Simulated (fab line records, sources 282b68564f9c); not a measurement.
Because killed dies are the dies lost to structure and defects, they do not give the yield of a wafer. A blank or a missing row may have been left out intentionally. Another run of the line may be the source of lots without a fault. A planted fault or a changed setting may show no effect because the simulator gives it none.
What tool caused it? | flow rit-cmos | Sampling: 13 lots, 39 wafers, 6 of 202 route steps

== WHAT EACH GAUGE READ, for each wafer ==
RIT_ACTIVE_THK_MEAS_04.
lot  | measured    | on            | ACTIVE_NITRIDE_THK (nm)
L319 | day 1 18:32 | film-metro-01 | 150.0 151.8 150.2
L320 | day 1 23:33 | film-metro-01 | 151.0 150.6 149.7
L321 | day 2 04:32 | film-metro-03 | 147.4 148.6 147.2
L323 | day 2 14:32 | film-metro-01 | 149.1 150.3 152.0
L324 | day 2 19:32 | film-metro-02 | 149.6 150.7 149.6
L325 | day 3 00:32 | film-metro-01 | 147.2 148.2 145.5
L327 | day 3 10:32 | film-metro-02 | 148.7 148.4 147.9
L328 | day 3 15:32 | film-metro-02 | 147.3 147.6 146.5
L329 | day 3 20:32 | film-metro-03 | 150.5 149.5 149.6
L330 | day 4 02:07 | film-metro-02 | 147.8 148.1 149.4
L332 | day 4 11:33 | film-metro-03 | 149.4 149.2 149.0
L333 | day 4 16:33 | film-metro-01 | 163.3 178.8 186.9
L341 | day 6 09:53 | film-metro-01 | 151.1 151.9 151.1

RIT_PSD_TW_MEAS_10.
lot  | measured    | on            | PSD_TW
L319 | day 3 06:04 | film-metro-03 | 3424 3441 3413
L320 | day 3 10:09 | film-metro-02 | 3435 3424 3440
L321 | day 3 15:38 | film-metro-01 | 3448 3457 3469
L323 | day 4 03:59 | film-metro-02 | 3422 3425 3435
L324 | day 4 07:10 | film-metro-03 | 3414 3415 3418
L325 | day 4 13:21 | film-metro-01 | 3459 3434 3446
L327 | day 4 21:37 | film-metro-02 | 3406 3434 3410
L328 | day 5 03:21 | film-metro-03 | 3425 3437 3430
L329 | day 5 13:41 | film-metro-02 | 3395 3386 3389
L330 | day 5 16:41 | film-metro-02 | 3402 3382 3392
L332 | day 6 00:25 | film-metro-03 | 3409 3406 3401
L333 | day 6 05:24 | film-metro-01 | 3438 3437 3442
L341 | day 7 20:21 | film-metro-02 | 3401 3414 3410

RIT_M1_CD_MEAS_09 targets a cd of 2600 nm.
lot  | measured    | on        | cd-nm (nm)
L319 | day 3 11:34 | cd-sem-01 | 2602.6 2602.2 2604.3
L320 | day 3 15:35 | cd-sem-01 | 2600.5 2600.0 2600.8
L321 | day 3 21:14 | cd-sem-02 | 2597.6 2597.6 2596.1
L323 | day 4 09:32 | cd-sem-01 | 2599.7 2600.1 2599.1
L324 | day 4 12:34 | cd-sem-02 | 2599.1 2601.1 2600.9
L325 | day 4 18:27 | cd-sem-02 | 2602.2 2600.7 2602.2
L327 | day 5 02:50 | cd-sem-02 | 2601.5 2601.1 2601.9
L328 | day 5 08:40 | cd-sem-01 | 2599.5 2598.9 2598.6
L329 | day 5 19:20 | cd-sem-01 | 2600.2 2604.1 2600.4
L330 | day 5 22:01 | cd-sem-02 | 2600.9 2599.4 2599.5
L332 | day 6 05:31 | cd-sem-01 | 2603.0 2603.2 2601.6
L333 | day 6 10:38 | cd-sem-01 | 2602.2 2602.3 2604.1
L341 | day 8 01:37 | cd-sem-02 | 2598.9 2598.9 2597.3

== WHICH TOOL RAN EACH LOT (tool, then ch and the chambers of the sampled wafers, then the start) ==
lot  | RIT_ACTIVE_CVD_03          | RIT_ACTIVE_ETCH_13                | RIT_CONTACT_STRIP_12
L319 | lpcvd-02 ch 1, day 1 17:07 | rie-diel-01 ch 0,2, day 1 19:52   | plasma-asher-02 ch 0,1, day 3 09:20
L320 | lpcvd-01 ch 1, day 1 22:07 | rie-diel-01 ch 1,2, day 2 00:43   | plasma-asher-01 ch 0,1, day 3 13:28
L321 | lpcvd-02 ch 0, day 2 03:07 | rie-diel-04 ch 1,2,3, day 2 05:50 | plasma-asher-01 ch 0,1, day 3 19:07
L323 | lpcvd-02 ch 0, day 2 13:07 | rie-diel-03 ch 0,2,3, day 2 16:47 | plasma-asher-01 ch 0,1, day 4 07:11
L324 | lpcvd-01 ch 0, day 2 18:07 | rie-diel-04 ch 0,2,3, day 2 20:50 | plasma-asher-02 ch 0,1, day 4 10:25
L325 | lpcvd-02 ch 0, day 2 23:07 | rie-diel-01 ch 0,1,2, day 3 02:02 | plasma-asher-03 ch 0,1, day 4 16:27
L327 | lpcvd-01 ch 0, day 3 09:07 | rie-diel-04 ch 1,2, day 3 11:43   | plasma-asher-01 ch 0,1, day 5 00:43
L328 | lpcvd-02 ch 0, day 3 14:07 | rie-diel-03 ch 2,3, day 3 16:44   | plasma-asher-01 ch 0,1, day 5 06:37
L329 | lpcvd-01 ch 0, day 3 19:07 | rie-diel-01 ch 1,3, day 3 21:43   | plasma-asher-01 ch 0, day 5 17:11
L330 | lpcvd-02 ch 0, day 4 00:41 | rie-diel-01 ch 0,1,2, day 4 03:17 | plasma-asher-03 ch 0,1, day 5 19:45
L332 | lpcvd-02 ch 1, day 4 10:07 | rie-diel-03 ch 0,1,2, day 4 12:50 | plasma-asher-01 ch 0,1, day 6 03:31
L333 | lpcvd-01 ch 0, day 4 15:07 | rie-diel-03 ch 2,3, day 4 17:43   | plasma-asher-02 ch 0,1, day 6 08:32
L341 | lpcvd-02 ch 1, day 6 08:28 | rie-diel-03 ch 0,2,3, day 6 11:13 | plasma-asher-02 ch 0,1, day 7 23:28
- RIT_ACTIVE_CVD_03: deposits Si3N4 from SiH2Cl2/NH3, target thk 150 nm, time 1500 s.
- RIT_ACTIVE_ETCH_13: etches Si3N4 in SF6, stops on SiO2, time 210 s, target depth 210 nm.
- RIT_CONTACT_STRIP_12: strips in O2, time 180 s.

== WHAT THE TOOLS THEMSELVES READ (means of the sampled wafers that have a number; where no wafer has one, the mark that the record gives instead) ==
RIT_ACTIVE_CVD_03.
lot  | tool     | spike-tc-centre-C (C) | zone-power-centre-pct (%) | zone-power-source-pct (%)
L319 | lpcvd-02 | 812.6                 | 33.4                      | 20.2
L320 | lpcvd-01 | 811.7                 | 40.0                      | 18.3
L321 | lpcvd-02 | 813.9                 | 33.9                      | 19.1
L323 | lpcvd-02 | 813.2                 | 33.8                      | 18.9
L324 | lpcvd-01 | 811.7                 | 35.2                      | 24.0
L325 | lpcvd-02 | 812.9                 | 33.8                      | 18.9
L327 | lpcvd-01 | 812.2                 | 35.6                      | 24.1
L328 | lpcvd-02 | 812.5                 | 33.9                      | 18.7
L329 | lpcvd-01 | 813.1                 | 35.3                      | 24.1
L330 | lpcvd-02 | 813.2                 | 33.9                      | 19.0
L332 | lpcvd-02 | 812.7                 | 33.6                      | 19.8
L333 | lpcvd-01 | 840.2                 | 44.7                      | 22.4
L341 | lpcvd-02 | 812.6                 | 33.9                      | 20.1

RIT_ACTIVE_ETCH_13.
lot  | tool        | drypump-motor-current-A (A) | oes-product-au (a.u.) | throttle-valve-pct (%)
L319 | rie-diel-01 | 6.1                         | 0.827                 | 7.49
L320 | rie-diel-01 | 5.5                         | 0.841                 | 7.49
L321 | rie-diel-04 | 5.8                         | 0.825                 | 7.51
L323 | rie-diel-03 | 6.0                         | 0.819                 | 7.50
L324 | rie-diel-04 | 5.7                         | 0.823                 | 7.54
L325 | rie-diel-01 | 5.8                         | 0.826                 | 7.50
L327 | rie-diel-04 | 5.7                         | 0.838                 | 7.59
L328 | rie-diel-03 | 6.0                         | 0.816                 | 7.50
L329 | rie-diel-01 | 5.8                         | 0.825                 | 7.47
L330 | rie-diel-01 | 5.9                         | 0.828                 | 7.50
L332 | rie-diel-03 | 5.6                         | 0.825                 | 7.55
L333 | rie-diel-03 | 5.7                         | 0.909                 | 7.54
L341 | rie-diel-03 | 6.0                         | 0.823                 | 7.50

RIT_CONTACT_STRIP_12.
lot  | tool            | drypump-motor-current-A (A) | rf-refl-power-W (W)
L319 | plasma-asher-02 | 5.9                         | 5.2
L320 | plasma-asher-01 | 5.4                         | 7.8
L321 | plasma-asher-01 | 5.1                         | 6.8
L323 | plasma-asher-01 | 5.1                         | 6.8
L324 | plasma-asher-02 | 5.5                         | 5.3
L325 | plasma-asher-03 | 5.7                         | 7.8
L327 | plasma-asher-01 | 5.5                         | 7.7
L328 | plasma-asher-01 | 5.4                         | 7.6
L329 | plasma-asher-01 | 4.8                         | 6.2
L330 | plasma-asher-03 | 5.4                         | 8.2
L332 | plasma-asher-01 | 5.5                         | 7.6
L333 | plasma-asher-02 | 5.9                         | 5.2
L341 | plasma-asher-02 | 5.9                         | 5.2

== THE ANSWER, worked out from the rows above alone ==
Rule: what is usual is taken from the lots themselves. The widest of any qualifying gaps counts: lots, ordered by their means at a reading, are off when they make up no more than a third of the lots, leave a main group of 4 or more, and stand apart from it by 3 or more times the standard deviation of that group's means. Not used: any main group whose means are identical at the precision the tables above print for the reading. A lot without any number at a reading at which 4 lots or more have one is off too. All remaining lots with rows at the step are treated as sound. After the gauges, taken in route order, come the tools' own readings; for these a lot's mean is taken, as printed above. The first step at which some lot is off is used, and at that step the reading that is off furthest; a lot without a number counts as furthest.
Off: L333, seen at RIT_ACTIVE_THK_MEAS_04 (ACTIVE_NITRIDE_THK). Mean 149.2 nm and standard deviation 1.4 in the main group.
If a tool, at a process step before that reading, ran all the lots that are off and no sound lot after the first of them, it fits. Not tried: the gauges at RIT_ACTIVE_THK_MEAS_04; whatever is off there is also off at RIT_ACTIVE_CVD_03, on other tools, and gauge error can't account for it. One candidate fits, namely lpcvd-01 at RIT_ACTIVE_CVD_03. A fault onset in the window from L329 (day 3 19:07, its last sound lot) to L333 (day 4 15:07, its first lot off) fits.
The tool's own readings at RIT_ACTIVE_CVD_03 bear it out: on the lots that are off they differ by more than 5 times the standard deviation of the sound lots' means. spike-tc-centre-C reads 840.2 C there against 812.7 C on the sound lots; zone-power-centre-pct reads 44.7 % there against 34.7 % on the sound lots.

== WHAT WAS PUT IN BY THE SIMULATOR ==
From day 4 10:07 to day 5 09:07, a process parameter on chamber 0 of lpcvd-01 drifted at RIT_ACTIVE_CVD_03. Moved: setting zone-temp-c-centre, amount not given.
Shown lots that were struck: L333. The same result came from the rule above.
